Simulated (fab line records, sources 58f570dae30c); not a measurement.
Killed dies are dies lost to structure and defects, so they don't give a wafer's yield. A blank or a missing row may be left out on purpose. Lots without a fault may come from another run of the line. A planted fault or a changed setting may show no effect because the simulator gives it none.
Which tool did it? | flow berkeley_cmos170 | 13 lots, 39 wafers sampled, at 5 steps of a route of 331

WHAT THE GAUGES READ, wafer by wafer
UCB170_M1_CD_MEAS_09: target cd 700 nm. Usual: cd_nm 699.4 nm, standard deviation 1.6.
lot  | measured     | on        | cd_nm (nm)                          | flag
L643 | day 8 11:10  | cd_sem-01 | 700.7 700.6 699.7                   |
L644 | day 8 14:35  | cd_sem-02 | 699.9 701.5 700.9                   |
L645 | day 9 04:13  | cd_sem-01 | 698.0 699.3 699.0                   |
L646 | day 9 04:29  | cd_sem-02 | 700.6 699.5 699.3                   |
L650 | day 9 22:12  | cd_sem-02 | 699.7 697.9 698.5                   |
L654 | day 10 16:13 | cd_sem-02 | 698.9 698.7 698.6                   |
L655 | day 10 16:34 | cd_sem-02 | 697.6 697.6 698.7                   |
L656 | day 10 17:26 | cd_sem-02 | 699.0 700.1 698.8                   |
L657 | day 11 00:56 | cd_sem-01 | 698.5 699.4 698.7                   |
L658 | day 11 09:26 | cd_sem-02 | 616.7 616.6 616.9 616.6 616.5 616.4 | OFF
L662 | day 11 12:48 | cd_sem-02 | 700.2 701.0 701.2                   |
L661 | day 11 12:55 | cd_sem-01 | 697.9 698.1 697.3                   |
L666 | day 12 16:26 | cd_sem-01 | 698.9 698.3 700.5                   |

UCB170_V1_THK_MEAS_01. Usual: V1_TEOS_THK 2005 nm, standard deviation 26.
lot  | measured     | on            | V1_TEOS_THK (nm) | flag
L643 | day 8 17:43  | film_metro-04 | 1992 2034 2024   |
L644 | day 8 17:47  | film_metro-04 | 1984 1963 2003   |
L645 | day 9 06:30  | film_metro-04 | 1977 1980 1958   |
L646 | day 9 08:46  | film_metro-04 | 1986 1996 2013   |
L650 | day 10 02:53 | film_metro-02 | 1997 2010 2019   |
L654 | day 10 22:17 | film_metro-03 | 1980 2005 2015   |
L655 | day 10 22:17 | film_metro-04 | 2001 2005 2047   |
L656 | day 10 22:27 | film_metro-04 | 1998 2023 2060   |
L657 | day 11 05:15 | film_metro-03 | 1993 2019 2003   |
L662 | day 11 16:25 | film_metro-03 | 2002 2024 2008   |
L661 | day 11 16:25 | film_metro-02 | 1996 1976 2004   |
L666 | day 12 22:04 | film_metro-04 | 2006 2064 2025   |

WHICH TOOL RAN EACH LOT (tool, then ch and the chambers of the sampled wafers, then the start)
lot  | UCB170_CONTACT_STRIP_19              | UCB170_M1_EXPOSE_06               | UCB170_M1_STRIP_13
L643 | plasma_asher-04 ch 0,1, day 8 09:42  | krf_scanner-02 ch 0, day 8 10:47  | plasma_asher-03 ch 0,1, day 8 11:31
L644 | plasma_asher-02 ch 0,1, day 8 11:53  | krf_scanner-01 ch 0, day 8 13:53  | plasma_asher-03 ch 0,1, day 8 15:02
L645 | plasma_asher-01 ch 0,1, day 9 01:47  | krf_scanner-01 ch 0, day 9 03:31  | plasma_asher-03 ch 0,1, day 9 04:33
L646 | plasma_asher-04 ch 0,1, day 9 01:50  | krf_scanner-02 ch 0, day 9 03:46  | plasma_asher-03 ch 0,1, day 9 04:49
L650 | plasma_asher-01 ch 0,1, day 9 19:16  | krf_scanner-01 ch 0, day 9 21:02  | plasma_asher-04 ch 0,1, day 9 22:31
L654 | plasma_asher-02 ch 0,1, day 10 13:50 | krf_scanner-01 ch 0, day 10 15:28 | plasma_asher-04 ch 0,1, day 10 16:32
L655 | plasma_asher-04 ch 0,1, day 10 14:35 | krf_scanner-02 ch 0, day 10 16:09 | plasma_asher-04 ch 0,1, day 10 16:55
L656 | plasma_asher-02 ch 0,1, day 10 15:42 | krf_scanner-02 ch 0, day 10 17:02 | plasma_asher-02 ch 0,1, day 10 17:47
L657 | plasma_asher-02 ch 0,1, day 10 22:32 | krf_scanner-01 ch 0, day 11 00:04 | plasma_asher-04 ch 0,1, day 11 01:16
L658 | plasma_asher-02 ch 0,1, day 11 04:14 | krf_scanner-01 ch 0, day 11 07:31 | -
L662 | plasma_asher-02 ch 0,1, day 11 08:58 | krf_scanner-02 ch 0, day 11 11:29 | plasma_asher-02 ch 0,1, day 11 13:07
L661 | plasma_asher-01 ch 0,1, day 11 09:29 | krf_scanner-02 ch 0, day 11 11:45 | plasma_asher-04 ch 0,1, day 11 13:16
L666 | plasma_asher-01 ch 0,1, day 12 13:58 | krf_scanner-01 ch 0, day 12 15:52 | plasma_asher-02 ch 0,1, day 12 16:48
- UCB170_CONTACT_STRIP_19: strips in O2.
- UCB170_M1_EXPOSE_06: exposes mask METAL1, target cd 700 nm.
- UCB170_M1_STRIP_13: strips in O2.

WHAT THE TOOLS THEMSELVES READ (means of the sampled wafers that have a number; where no wafer has one, the mark that the record gives instead)
UCB170_CONTACT_STRIP_19. Usual: drypump_motor_current_A 5.8 A, standard deviation 0.65; oes_product_au 0.725 a.u., standard deviation 0.0045.
lot  | tool            | drypump_motor_current_A (A) | oes_product_au (a.u.) | flag
L643 | plasma_asher-04 | 5.5                         | 0.726                 |
L644 | plasma_asher-02 | 5.9                         | 0.728                 |
L645 | plasma_asher-01 | 5.9                         | 0.727                 |
L646 | plasma_asher-04 | 5.5                         | 0.726                 |
L650 | plasma_asher-01 | 6.3                         | 0.729                 |
L654 | plasma_asher-02 | 5.9                         | 0.728                 |
L655 | plasma_asher-04 | 5.5                         | 0.727                 |
L656 | plasma_asher-02 | 5.9                         | 0.724                 |
L657 | plasma_asher-02 | 5.9                         | 0.722                 |
L658 | plasma_asher-02 | 5.9                         | 0.728                 |
L662 | plasma_asher-02 | 5.3                         | 0.727                 |
L661 | plasma_asher-01 | 6.3                         | 0.725                 |
L666 | plasma_asher-01 | 5.9                         | 0.727                 |

UCB170_M1_STRIP_13. Usual: drypump_motor_current_A 5.6 A, standard deviation 0.46; oes_product_au 0.720 a.u., standard deviation 0.0042.
lot  | tool            | drypump_motor_current_A (A) | oes_product_au (a.u.) | flag
L643 | plasma_asher-03 | 5.8                         | 0.718                 |
L644 | plasma_asher-03 | 5.8                         | 0.722                 |
L645 | plasma_asher-03 | 5.7                         | 0.718                 |
L646 | plasma_asher-03 | 5.8                         | 0.722                 |
L650 | plasma_asher-04 | 5.5                         | 0.723                 |
L654 | plasma_asher-04 | 5.5                         | 0.716                 |
L655 | plasma_asher-04 | 5.5                         | 0.724                 |
L656 | plasma_asher-02 | 5.3                         | 0.722                 |
L657 | plasma_asher-04 | 5.5                         | 0.717                 |
L662 | plasma_asher-02 | 5.3                         | 0.725                 |
L661 | plasma_asher-04 | 5.5                         | 0.720                 |
L666 | plasma_asher-02 | 5.3                         | 0.716                 |

THE ANSWER, worked out from the rows above alone
Rule: a lot is off if the mean of its wafers that have a number lies more than 3 standard deviations from the usual mean. A lot without any number at a reading at which 4 lots or more have one is off too. The other lots that the step has rows for count as sound. The gauges are gone through in route order, then the tools' own readings, and for those a lot's mean is taken as printed above. The first step at which some lot is off is used, and at that step the reading that is off furthest; a lot without a number counts as furthest.
Off: L658, at UCB170_M1_CD_MEAS_09 (cd_nm).
A tool fits if, at a process step before that reading, it ran every lot that is off, and no sound lot after the first of them. The gauges at UCB170_M1_CD_MEAS_09 are tried like those tools. None of those tried fits.

WHAT THE SIMULATOR HAD PUT IN
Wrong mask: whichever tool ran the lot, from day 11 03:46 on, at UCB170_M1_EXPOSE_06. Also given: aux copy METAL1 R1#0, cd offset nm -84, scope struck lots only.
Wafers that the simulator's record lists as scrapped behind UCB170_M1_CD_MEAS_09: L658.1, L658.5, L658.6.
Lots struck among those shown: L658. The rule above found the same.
